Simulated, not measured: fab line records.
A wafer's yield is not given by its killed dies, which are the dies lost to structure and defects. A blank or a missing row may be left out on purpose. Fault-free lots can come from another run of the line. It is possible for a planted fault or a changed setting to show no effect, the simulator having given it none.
fab line records	flow rit-cmos
record: lots: 6	wafers: 18	last-day: 8
route steps=202 shown REOX@99 NLDD@103 PLDD@114 SPACER@125 NSD@131 M1@202
lots that met no fault: from a run of the same line without faults
start-h: start of the lot's first displayed wafer, in hours after the record's first day	wait-h: hours from the lot's prior step to this one	" unchanged from the row above	L1.1+2: a row that stands for several wafers	- either no value or no given start	* or withheld: withheld	< > ~ a bound
route shown NAME@n: a module of which the file shows steps, and the number in the route of the first	usual: average and standard deviation across the fault-free wafers	same: alike in all rows	chamber/n: place in a boat	sites: per-site readings	_std_site: how widely they spread, as a standard deviation	_edge_site: inner sites' mean taken away from outer sites' mean	radius-mm: how far each site lies from the wafer's centre	mask NAME#n: copy n	behind: the most recent tool/chamber to have shaped the wafer	hold: cause of the lot's hold/its duration in hours/its outcome	device: the n, p or np transistor that did not switch	end of line: the route-end tests of the same wafers	step lacking rows: just its recipe	killed: count of dies lost to structure and defects at first sort (not the wafer's yield)	map: a wafer's dies, x killed, . not, _ none there
set.NAME: the setting that was run; set.NAME@STEP: the one run at that earlier step	model.NAME: the simulator's own value behind a step, which no gauge read
lots at selected steps of the route; one table per step, one row per wafer
services: when a tool's chamber went out of use (start-h, in hours from the record's first day, below 0 if earlier), for how many hours, and the reason
== steps ==
step: RIT_REOX_CLEAN_01
recipe: chemistry: dHF	dilution: 50:1	time-s: 30
step: RIT_REOX_CLEAN_02
recipe: chemistry: SC2	mix: 3:3:50	time-s: 600	temp-c: 75	dry: n2-spin
step: RIT_REOX_OXIDATION_03
recipe: temp-c: 900	ambient: O2	target-thk-a: 252	ox-time-s: 5580
step: RIT_REOX_THK_MEAS_04
recipe: reads: SiO2_of_REOX_OXIDATION_03
usual: REOX_OXIDE_THK: 25.4/0.4
lot.wafer	tool	chamber	start-h	wait-h	REOX_OXIDE_THK[nm]
L104.2	film-metro-03	-	59.23	0.0	26.0
L104.4	"	-	"	"	25.6
L104.6	"	-	"	"	25.7
L112.1	film-metro-01	-	105.50	0.0	25.1
L112.3	"	-	"	"	24.8
L112.4	"	-	"	"	24.7
L114.4	film-metro-04	-	108.99	0.0	24.7
L114.5	"	-	"	"	25.2
L114.6	"	-	"	"	24.9
L115.1	film-metro-01	-	122.79	0.0	25.8
L115.3	"	-	"	"	25.7
L115.5	"	-	"	"	25.7
L122.2	film-metro-03	-	163.75	0.0	25.6
L122.4	"	-	"	"	25.3
L122.5	"	-	"	"	25.6
L124.3	film-metro-03	-	166.98	0.0	25.2
L124.4	"	-	"	"	24.9
L124.6	"	-	"	"	24.9
step: RIT_NLDD_HMDS_00
recipe: prime-time-s: 60	prime-temp-c: 140
step: RIT_NLDD_COAT_01
recipe: resist: NOVOLAK	spin-rpm: 3250	resist-thk-nm: 1000
step: RIT_NLDD_SOFTBAKE_02
recipe: resist: NOVOLAK	temp-c: 90	time-s: 60
step: RIT_NLDD_EXPOSE_03
recipe: mask-id: M7	na: 0.57	target-cd-nm: 40700	dose-mj: 250
step: RIT_NLDD_PEB_04
recipe: resist: NOVOLAK	temp-c: withheld	time-s: withheld
step: RIT_NLDD_DEVELOP_05
recipe: resist: NOVOLAK	develop-time-s: 50	dev-temp-c: 23
step: RIT_NLDD_OVL_MEAS_06
usual: NLDD_OVL: 1.4/1.4
lot.wafer	tool	chamber	start-h	wait-h	NLDD_OVL[nm]
L104.2	overlay-02	-	60.17	-	-0.1
L104.4	"	-	"	"	-1.1
L104.6	"	-	"	"	1.8
L112.1	overlay-01	-	106.53	-	0.7
L112.3	"	-	"	"	-1.9
L112.4	"	-	"	"	-1.2
L114.4	overlay-02	-	110.23	-	1.7
L114.5	"	-	"	"	3.4
L114.6	"	-	"	"	2.6
L115.1	overlay-01	-	123.87	-	1.9
L115.3	"	-	"	"	-0.2
L115.5	"	-	"	"	0.8
L122.2	overlay-02	-	164.66	-	2.2
L122.4	"	-	"	"	5.0
L122.5	"	-	"	"	4.4
L124.3	overlay-01	-	168.01	-	-0.1
L124.4	"	-	"	"	2.5
L124.6	"	-	"	"	1.0
step: RIT_NLDD_HARDBAKE_07
recipe: resist: NOVOLAK	temp-c: 140	time-s: 60
step: RIT_NLDD_IMPLANT_08
recipe: species: P	energy-kev: 20	dose-cm2: 5.037e+14	tilt-deg: 7
usual: end-station-pressure-torr: 6.3e-06/3.2e-07
lot.wafer	tool	chamber	start-h	wait-h	end-station-pressure-torr
L104.2	implanter-02	0	60.37	0.1	6.6e-06
L104.4	"	0	"	"	6.8e-06
L104.6	"	0	"	"	6e-06
L112.1	implanter-03	0	106.72	0.1	6.4e-06
L112.3	"	0	"	"	5.7e-06
L112.4	"	0	"	"	5.4e-06
L114.4	implanter-03	0	110.47	0.1	6.3e-06
L114.5	"	0	"	"	6.4e-06
L114.6	"	0	"	"	6.6e-06
L115.1	implanter-03	0	124.05	0.1	6.1e-06
L115.3	"	0	"	"	6.5e-06
L115.5	"	0	"	"	6.1e-06
L122.2	implanter-02	0	164.86	0.1	6.1e-06
L122.4	"	0	"	"	6.8e-06
L122.5	"	0	"	"	6.1e-06
L124.3	implanter-02	0	168.23	0.1	6.3e-06
L124.4	"	0	"	"	6.4e-06
L124.6	"	0	"	"	6.2e-06
step: RIT_NLDD_STRIP_09
recipe: chemistry: O2	time-s: 180	resist: NOVOLAK	platen-temp-c: withheld	power-w: 500	pressure-mtorr: 4000	o2-flow-sccm: 4000
usual: drypump-motor-current-A: 5.7/0.48
lot.wafer	tool	chamber	start-h	wait-h	drypump-motor-current-A	rf-hours-counter-h
L104.2	plasma-asher-04	0	60.50	0.1	5.9	42
L104.4	"	1	"	"	5.6	-
L104.6	"	1	"	"	5.7	-
L112.1	plasma-asher-04	0	106.87	0.1	5.9	47
L112.3	"	1	"	"	5.7	-
L112.4	"	0	"	"	5.9	-
L114.4	plasma-asher-01	1	110.61	0.1	5.7	-
L114.5	"	0	"	"	5.1	-
L114.6	"	1	"	"	5.7	-
L115.1	plasma-asher-04	1	124.20	0.1	5.6	48
L115.3	"	0	"	"	5.9	-
L115.5	"	1	"	"	5.6	-
L122.2	plasma-asher-02	0	164.99	0.1	5.1	4
L122.4	"	0	"	"	5.1	-
L122.5	"	1	"	"	6.6	-
L124.3	plasma-asher-02	1	168.39	0.1	6.6	-
L124.4	"	0	"	"	5.1	-
L124.6	"	1	"	"	6.6	-
step: RIT_NLDD_TW_MEAS_10
usual: NLDD_TW: 2488/20
lot.wafer	tool	chamber	start-h	wait-h	NLDD_TW
L104.2	film-metro-01	-	60.68	0.1	2464
L104.4	"	-	"	"	2458
L104.6	"	-	"	"	2476
L112.1	film-metro-04	-	107.04	0.1	2479
L112.3	"	-	"	"	2478
L112.4	"	-	"	"	2491
L114.4	film-metro-04	-	110.75	0.1	2317
L114.5	"	-	"	"	2316
L114.6	"	-	"	"	2311
L115.1	film-metro-02	-	124.38	0.1	2364
L115.3	"	-	"	"	2360
L115.5	"	-	"	"	2357
L122.2	film-metro-04	-	165.17	0.1	2499
L122.4	"	-	"	"	2494
L122.5	"	-	"	"	2498
L124.3	film-metro-04	-	168.53	0.1	2483
L124.4	"	-	"	"	2506
L124.6	"	-	"	"	2493
step: RIT_PLDD_HMDS_00
recipe: prime-time-s: 60	prime-temp-c: 140
step: RIT_PLDD_COAT_01
recipe: resist: NOVOLAK	spin-rpm: 3250	resist-thk-nm: 1000
step: RIT_PLDD_SOFTBAKE_02
recipe: resist: NOVOLAK	temp-c: 90.77	time-s: 60
step: RIT_PLDD_EXPOSE_03
recipe: mask-id: M8	na: 0.57	target-cd-nm: 40900	dose-mj: 250
step: RIT_PLDD_PEB_04
recipe: resist: NOVOLAK	temp-c: withheld	time-s: withheld
step: RIT_PLDD_DEVELOP_05
recipe: resist: NOVOLAK	develop-time-s: 50	dev-temp-c: 23
step: RIT_PLDD_OVL_MEAS_06
usual: PLDD_OVL: 1.3/1.2
lot.wafer	tool	chamber	start-h	wait-h	PLDD_OVL[nm]
L104.2	overlay-02	-	61.71	-	2.0
L104.4	"	-	"	"	0.4
L104.6	"	-	"	"	0.6
L112.1	overlay-02	-	108.08	-	0.5
L112.3	"	-	"	"	1.1
L112.4	"	-	"	"	0.5
L114.4	overlay-02	-	111.78	-	3.1
L114.5	"	-	"	"	1.3
L114.6	"	-	"	"	1.9
L115.1	overlay-01	-	125.41	-	0.9
L115.3	"	-	"	"	0.1
L115.5	"	-	"	"	1.3
L122.2	overlay-02	-	166.08	-	1.7
L122.4	"	-	"	"	1.2
L122.5	"	-	"	"	0.9
L124.3	overlay-02	-	169.61	-	2.4
L124.4	"	-	"	"	3.2
L124.6	"	-	"	"	1.3
step: RIT_PLDD_HARDBAKE_07
recipe: resist: NOVOLAK	temp-c: 140	time-s: 60
step: RIT_PLDD_IMPLANT_08
recipe: species: BF2	energy-kev: 20	dose-cm2: 9e+14	tilt-deg: 7
step: RIT_PLDD_STRIP_09
recipe: chemistry: O2	time-s: 180	resist: NOVOLAK	platen-temp-c: withheld	power-w: 500	pressure-mtorr: 4000	o2-flow-sccm: 4000
usual: drypump-motor-current-A: 5.8/0.56
lot.wafer	tool	chamber	start-h	wait-h	drypump-motor-current-A	rf-hours-counter-h
L104.2	plasma-asher-03	0	62.04	0.1	6.2	37
L104.4	"	0	"	"	6.2	-
L104.6	"	1	"	"	5.5	-
L112.1	plasma-asher-02	0	108.41	0.1	5.1	48
L112.3	"	1	"	"	6.6	-
L112.4	"	0	"	"	5.1	-
L114.4	plasma-asher-01	1	112.15	0.1	5.7	-
L114.5	"	0	"	"	5.1	-
L114.6	"	1	"	"	5.7	-
L115.1	plasma-asher-02	0	125.75	0.1	5.1	0
L115.3	"	0	"	"	5.1	-
L115.5	"	1	"	"	6.6	-
L122.2	plasma-asher-03	0	166.41	0.1	6.2	48
L122.4	"	0	"	"	6.2	-
L122.5	"	1	"	"	5.5	-
L124.3	plasma-asher-02	1	169.99	0.1	6.6	-
L124.4	"	0	"	"	5.1	-
L124.6	"	0	"	"	5.1	-
step: RIT_PLDD_TW_MEAS_10
usual: PLDD_TW: 2334/18
lot.wafer	tool	chamber	start-h	wait-h	PLDD_TW
L104.2	film-metro-01	-	62.23	0.1	2315
L104.4	"	-	"	"	2318
L104.6	"	-	"	"	2319
L112.1	film-metro-01	-	108.59	0.1	2323
L112.3	"	-	"	"	2326
L112.4	"	-	"	"	2328
L114.4	film-metro-02	-	112.30	0.1	2363
L114.5	"	-	"	"	2347
L114.6	"	-	"	"	2354
L115.1	film-metro-04	-	125.93	0.1	2346
L115.3	"	-	"	"	2338
L115.5	"	-	"	"	2343
L122.2	film-metro-01	-	166.60	0.1	2335
L122.4	"	-	"	"	2324
L122.5	"	-	"	"	2325
L124.3	film-metro-02	-	170.12	0.1	2358
L124.4	"	-	"	"	2355
L124.6	"	-	"	"	2348
step: RIT_SPACER_CLEAN_00
recipe: chemistry: SC1	mix: 3:3:50	time-s: 600	temp-c: 75
step: RIT_SPACER_CLEAN_01
recipe: chemistry: dHF	dilution: 50:1	time-s: 30
step: RIT_SPACER_CLEAN_02
recipe: chemistry: SC2	mix: 3:3:50	time-s: 600	temp-c: 75	dry: n2-spin
step: RIT_SPACER_CVD_03
recipe: material: Si3N4	target-thk-nm: 250	temp-c: 810	precursor: SiH2Cl2/NH3	time-s: 3347	pressure-mtorr: 300	sih2cl2-flow-sccm: 60	nh3-flow-sccm: 150
step: RIT_SPACER_THK_MEAS_04
recipe: reads: Si3N4_of_SPACER_CVD_03
usual: SPACER_NITRIDE_THK: 253.0/2.3
lot.wafer	tool	chamber	start-h	wait-h	SPACER_NITRIDE_THK[nm]
L104.2	film-metro-03	-	64.57	0.0	250.5
L104.4	"	-	"	"	250.2
L104.6	"	-	"	"	251.5
L112.1	film-metro-03	-	112.49	0.0	252.9
L112.3	"	-	"	"	253.0
L112.4	"	-	"	"	253.1
L114.4	film-metro-03	-	115.62	0.0	252.6
L114.5	"	-	"	"	251.8
L114.6	"	-	"	"	250.8
L115.1	film-metro-01	-	128.27	0.0	253.8
L115.3	"	-	"	"	254.5
L115.5	"	-	"	"	255.8
L122.2	film-metro-02	-	169.37	0.0	255.9
L122.4	"	-	"	"	256.1
L122.5	"	-	"	"	256.5
L124.3	film-metro-03	-	173.43	0.0	251.2
L124.4	"	-	"	"	251.3
L124.6	"	-	"	"	251.7
step: RIT_SPACER_ETCHBACK_05
recipe: target-depth-a: 2500	SF6_flow_sccm: 30	CHF3_flow_sccm: 30	target: Si3N4	chemistry: SF6/CHF3	pressure-mtorr: 40	rf-w: 250	time-s: 240	stop-on: SiO2
usual: drypump-motor-current-A: 5.6/0.4	oes-product-au: 0.857/0.012	throttle-valve-pct: 10.24/0.11
lot.wafer	tool	chamber	start-h	wait-h	drypump-motor-current-A	oes-product-au	rf-hours-counter-h	throttle-valve-pct
L104.2	rie-diel-03	0	64.62	0.0	5.8	0.843	38	10.22
L104.4	"	1	"	"	5.4	0.846	145	10.39
L104.6	"	3	"	"	5.4	0.850	-	10.35
L112.1	rie-diel-02	3	112.55	0.1	6.0	0.872	8	10.30
L112.3	"	1	"	"	5.6	0.861	119	10.28
L112.4	"	2	"	"	5.9	0.844	-	10.08
L114.4	rie-diel-01	3	115.65	0.0	5.8	0.855	133	10.32
L114.5	"	2	"	"	6.7	0.856	-	10.05
L114.6	"	1	"	"	5.6	0.846	-	10.09
L115.1	rie-diel-01	0	128.33	0.1	5.4	0.883	110	10.17
L115.3	"	1	"	"	5.6	0.861	21	10.09
L115.5	"	1	"	"	5.6	0.862	-	10.12
L122.2	rie-diel-01	0	169.42	0.0	5.4	0.884	111	10.17
L122.4	"	1	"	"	5.5	0.861	21	10.09
L122.5	"	0	"	"	5.4	0.888	-	10.16
L124.3	rie-diel-03	0	173.47	0.0	5.8	0.856	40	10.22
L124.4	"	1	"	"	5.4	0.852	-	10.40
L124.6	"	0	"	"	5.8	0.857	-	10.22
step: RIT_NSD_HMDS_00
recipe: prime-time-s: 60	prime-temp-c: 140
step: RIT_NSD_COAT_01
recipe: resist: NOVOLAK	spin-rpm: 3250	resist-thk-nm: 1000
step: RIT_NSD_SOFTBAKE_02
recipe: resist: NOVOLAK	temp-c: 90	time-s: 60
step: RIT_NSD_EXPOSE_03
recipe: mask-id: M9	na: 0.57	target-cd-nm: 40700	dose-mj: 250
step: RIT_NSD_PEB_04
recipe: resist: NOVOLAK	temp-c: withheld	time-s: withheld
step: RIT_NSD_DEVELOP_05
recipe: resist: NOVOLAK	develop-time-s: 50	dev-temp-c: 23
step: RIT_NSD_OVL_MEAS_06
usual: NSD_OVL: -0.9/1.4
lot.wafer	tool	chamber	start-h	wait-h	NSD_OVL[nm]
L104.2	overlay-02	-	65.63	-	0.3
L104.4	"	-	"	"	1.6
L104.6	"	-	"	"	-0.6
L112.1	overlay-02	-	113.55	-	1.0
L112.3	"	-	"	"	1.3
L112.4	"	-	"	"	-0.5
L114.4	overlay-01	-	116.66	-	-1.2
L114.5	"	-	"	"	-2.0
L114.6	"	-	"	"	-3.5
L115.1	overlay-01	-	129.33	-	-2.6
L115.3	"	-	"	"	-3.0
L115.5	"	-	"	"	-3.3
L122.2	overlay-01	-	170.43	-	-3.0
L122.4	"	-	"	"	-1.8
L122.5	"	-	"	"	-0.6
L124.3	overlay-02	-	174.69	-	-0.1
L124.4	"	-	"	"	0.1
L124.6	"	-	"	"	0.6
step: RIT_NSD_HARDBAKE_07
recipe: resist: NOVOLAK	temp-c: 140	time-s: 60
step: RIT_NSD_IMPLANT_08
recipe: species: P	energy-kev: 25	dose-cm2: 1e+15	tilt-deg: 7
step: RIT_NSD_STRIP_09
recipe: chemistry: O2	time-s: 180	resist: NOVOLAK	platen-temp-c: withheld	power-w: 500	pressure-mtorr: 4000	o2-flow-sccm: 4000
usual: drypump-motor-current-A: 5.7/0.38
lot.wafer	tool	chamber	start-h	wait-h	drypump-motor-current-A	rf-hours-counter-h
L104.2	plasma-asher-03	0	65.96	0.1	6.2	38
L104.4	"	1	"	"	5.5	-
L104.6	"	1	"	"	5.4	-
L112.1	plasma-asher-03	0	113.89	0.1	6.3	43
L112.3	"	1	"	"	5.5	-
L112.4	"	0	"	"	6.2	-
L114.4	plasma-asher-04	1	117.04	0.1	5.6	-
L114.5	"	0	"	"	5.8	-
L114.6	"	1	"	"	5.7	-
L115.1	plasma-asher-03	0	129.67	0.1	6.3	44
L115.3	"	1	"	"	5.4	-
L115.5	"	1	"	"	5.5	-
L122.2	plasma-asher-03	1	170.76	0.1	5.5	49
L122.4	"	0	"	"	6.3	-
L122.5	"	0	"	"	6.2	-
L124.3	plasma-asher-01	0	175.07	0.1	5.1	-
L124.4	"	1	"	"	5.8	-
L124.6	"	1	"	"	5.8	-
step: RIT_SDANNEAL_RS_MEAS_07
recipe: thk-meas-gauge: four-point-probe
usual: NLDD_RS: 150.8/0.48
lot.wafer	tool	chamber	start-h	wait-h	NLDD_RS[ohm/sq]
L104.2	film-metro-04	-	68.61	0.1	150.9
L104.4	"	-	"	"	151.4
L104.6	"	-	"	"	151.0
L112.1	film-metro-01	-	116.34	0.1	149.8
L112.3	"	-	"	"	149.7
L112.4	"	-	"	"	149.6
L114.4	film-metro-04	-	119.50	0.1	185.1
L114.5	"	-	"	"	185.4
L114.6	"	-	"	"	185.3
L115.1	film-metro-02	-	132.58	0.1	183.4
L115.3	"	-	"	"	183.0
L115.5	"	-	"	"	183.4
L122.2	film-metro-02	-	173.51	0.1	150.1
L122.4	"	-	"	"	150.3
L122.5	"	-	"	"	150.5
L124.3	film-metro-04	-	177.61	0.1	150.7
L124.4	"	-	"	"	150.3
L124.6	"	-	"	"	150.7
step: RIT_M1_PROBE_99
usual: killed-at-front-end: 7.0/2.8	killed-dies: 7.0/2.8	killed-open: 3.4/1.9	killed-short: 3.6/2
same: gross-dies: 264	killed_at_M0_to_M3: 0	killed_at_M4_up: 0	killed-at-back-side: 0	killed-at-contacts: 0	killed-at-other: 0
lot.wafer	tool	chamber	start-h	wait-h	killed-at-front-end	killed-dies	killed-open	killed-short	model.etest.nldd.rs-ohm-sq-range	model.etest.nmos_0p15.r-on-ohm-um	model.etest.nmos_0p3.r-on-ohm-um	model.etest.nldd.rs-ohm-sq	model.etest.nldd.rs-ohm-sq-rim-less-centre	model.etest.nmos-turned.drive-ua-um	model.etest.nmos_0p15.drive-ua-um-range	model.etest.nmos_0p15.drive-ua-um
L104.2	prober-01	-	75.67	0.1	7	7	4	3	7.817	1217	2269	404.1	4.413	290.9	9.81	440.5
L104.4	prober-01	-	75.77	0.2	5	5	2	3	8.27	1164	2233	392.5	1.827	298.5	12.58	434.3
L104.6	prober-01	-	75.87	0.2	10	10	5	5	12.04	1197	2272	396.8	2.997	287.7	10.59	424.9
L112.1	prober-01	-	123.36	0.1	12	12	6	6	6.357	1152	2180	389.1	-0.5752	321.4	10.85	463.8
L112.3	prober-01	-	123.46	0.2	9	9	4	5	7.495	1145	2160	384.6	1.637	328.8	9.69	467.9
L112.4	prober-01	-	123.51	0.2	9	9	4	5	7.827	1190	2247	380.8	-1.177	316.2	10.95	451.3
L114.4	prober-01	-	126.96	0.2	6	6	1	5	174.6	1286	2278	483.2	-82.95	259.2	69.23	422.5
L114.5	prober-01	-	127.01	0.2	10	10	5	5	171.4	1268	2270	495.6	-85.85	251.8	72.15	425.8
L114.6	prober-01	-	127.06	0.2	6	6	2	4	174.2	1318	2296	488.7	-82.36	255.5	73.01	429
L115.1	prober-02	-	139.60	0.1	9	9	4	5	172.8	1376	2408	495.9	-85.05	228.2	64.99	410
L115.3	prober-02	-	139.70	0.2	6	6	0	6	172.7	1370	2401	497.8	-83.97	227.6	66.82	408.8
L115.5	prober-02	-	139.80	0.2	4	4	2	2	176.8	1330	2344	492.4	-77.89	234.6	72.56	419.3
L122.2	prober-02	-	180.78	0.1	6	6	4	2	13.9	1163	2192	376.3	-0.3217	315.3	14.14	457.9
L122.4	prober-02	-	180.88	0.2	8	8	6	2	11.07	1167	2147	369.8	-3.59	321.9	13.94	459.8
L122.5	prober-02	-	180.93	0.2	6	6	1	5	9.997	1155	2162	375.6	-3.649	325.6	8.369	469.3
L124.3	prober-01	-	184.78	0.2	5	5	0	5	14.88	1213	2211	395.3	-10.75	313.7	8.523	442.9
L124.4	prober-01	-	184.83	0.2	3	3	1	2	9.718	1163	2184	390.7	-2.689	320.4	12.63	450.4
L124.6	prober-01	-	184.93	0.2	4	4	2	2	12.17	1210	2223	389.5	-8.824	314.4	7.199	444.5
killed by level:class
L104.2 FOX2:geometric-particle:short=2 SILICIDE:geometric-particle:open=2 FOX1:geometric-particle:open=1 GATE:geometric-particle:short=1 SPACER:geometric-particle:open=1
L104.4 GATE:geometric-particle:open=2 FOX1:geometric-particle:short=1 FOX2:geometric-particle:short=1 REOX:geometric-particle:short=1
L104.6 GATE:geometric-particle:short=4 GATE:geometric-particle:open=3 FOX1:geometric-particle:open=1 FOX2:geometric-particle:open=1 FOX2:geometric-particle:short=1
L112.1 GATE:geometric-particle:short=3 FOX2:geometric-particle:open=2 FOX2:geometric-particle:short=2 FOX1:geometric-particle:short=1 GATE:geometric-particle:open=1 REOX:geometric-particle:open=1 SPACER:geometric-particle:open=1 SILICIDE:geometric-particle:open=1
L112.3 REOX:geometric-particle:short=5 FOX1:geometric-particle:open=3 SILICIDE:geometric-particle:open=1
L112.4 REOX:geometric-particle:short=3 FOX1:geometric-particle:open=1 FOX2:geometric-particle:open=1 GATE:geometric-particle:open=1 GATE:geometric-particle:short=1 REOX:geometric-particle:open=1 SILICIDE:geometric-particle:short=1
L114.4 GATE:geometric-particle:short=4 FOX2:geometric-particle:short=1 GATE:geometric-particle:open=1
L114.5 GATE:geometric-particle:short=5 GATE:geometric-particle:open=3 REOX:geometric-particle:open=1 SILICIDE:geometric-particle:open=1
L114.6 GATE:geometric-particle:short=4 GATE:geometric-particle:open=2
L115.1 SPACER:geometric-particle:short=2 SILICIDE:geometric-particle:short=2 ACTIVE:geometric-particle:open=1 FOX1:geometric-particle:open=1 FOX2:geometric-particle:short=1 GATE:geometric-particle:open=1 REOX:geometric-particle:open=1
L115.3 GATE:geometric-particle:short=3 ACTIVE:geometric-particle:short=1 REOX:geometric-particle:short=1 SPACER:geometric-particle:short=1
L115.5 GATE:geometric-particle:open=2 GATE:geometric-particle:short=1 SPACER:geometric-particle:short=1
L122.2 GATE:geometric-particle:short=2 GATE:geometric-particle:open=2 REOX:geometric-particle:open=1 SPACER:geometric-particle:open=1
L122.4 SILICIDE:geometric-particle:open=4 GATE:geometric-particle:open=2 FOX1:geometric-particle:short=1 GATE:geometric-particle:short=1
L122.5 GATE:geometric-particle:short=3 FOX1:geometric-particle:short=1 FOX2:geometric-particle:short=1 SILICIDE:geometric-particle:open=1
L124.3 FOX1:geometric-particle:short=1 FOX2:geometric-particle:short=1 GATE:geometric-particle:short=1 REOX:geometric-particle:short=1 SILICIDE:geometric-particle:short=1
L124.4 FOX1:geometric-particle:open=1 GATE:geometric-particle:short=1 SPACER:geometric-particle:short=1
L124.6 GATE:geometric-particle:short=1 GATE:geometric-particle:open=1 REOX:geometric-particle:open=1 SPACER:geometric-particle:short=1
== services ==
tool	chamber	start-h	hours	kind
rie-diel-01	2	86.21	4.9	repair
rie-diel-02	0	101.08	-	clean
rie-diel-02	0	101.08	14.1	scheduled-down
rie-diel-02	0	101.08	14.1	vent-cycle
plasma-asher-02	-	108.75	9.0	pm
plasma-asher-02	0	108.75	11.4	vent-cycle
plasma-asher-02	1	108.75	11.4	vent-cycle
plasma-asher-02	-	116.00	4.1	repair
plasma-asher-02	0	117.75	-	clean
plasma-asher-02	1	117.75	-	clean
rie-diel-01	2	127.52	1.4	repair
rie-diel-02	0	129.28	2.8	repair
rie-diel-01	-	129.32	0.4	repair
plasma-asher-01	-	132.24	3.4	repair
plasma-asher-02	-	149.27	3.2	repair
rie-diel-03	3	161.05	-	clean
rie-diel-03	3	161.05	18.5	scheduled-down
rie-diel-03	3	161.05	18.5	vent-cycle
== key ==
first-sign: step: RIT_NLDD_TW_MEAS_10	reading: NLDD_TW	direction: down	sigmas: 7.4	usual: 2488	struck: 2338
effect: step: RIT_SDANNEAL_RS_MEAS_07	reading: NLDD_RS	direction: up	sigmas: 70	usual: 150.8	struck: 184.3
model-effect: step: RIT_M1_PROBE_99	value: etest.nldd.rs-ohm-sq-range	without: 10.63	struck: 173.8
met-at RIT_NLDD_IMPLANT_08
struck-wafers L114.4,L114.5,L114.6,L115.1,L115.3,L115.5
tester-left-out L114,L115
onset-between 106.72 110.47
fault: kind: process-parameter-drift	tool: implanter-03	chamber: -	onset-h: 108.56	steps: RIT_NLDD_IMPLANT_08	channel: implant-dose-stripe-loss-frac	offset: 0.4	shape: step	end-h: 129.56
tester-left-out: of these lots the tester's yield and bins aren't shown, on N5 and GAA mostly nor the transistor test; their killed dies are dies lost to structure and defects alone, not to doping, threshold or leakage, so they don't give the yield
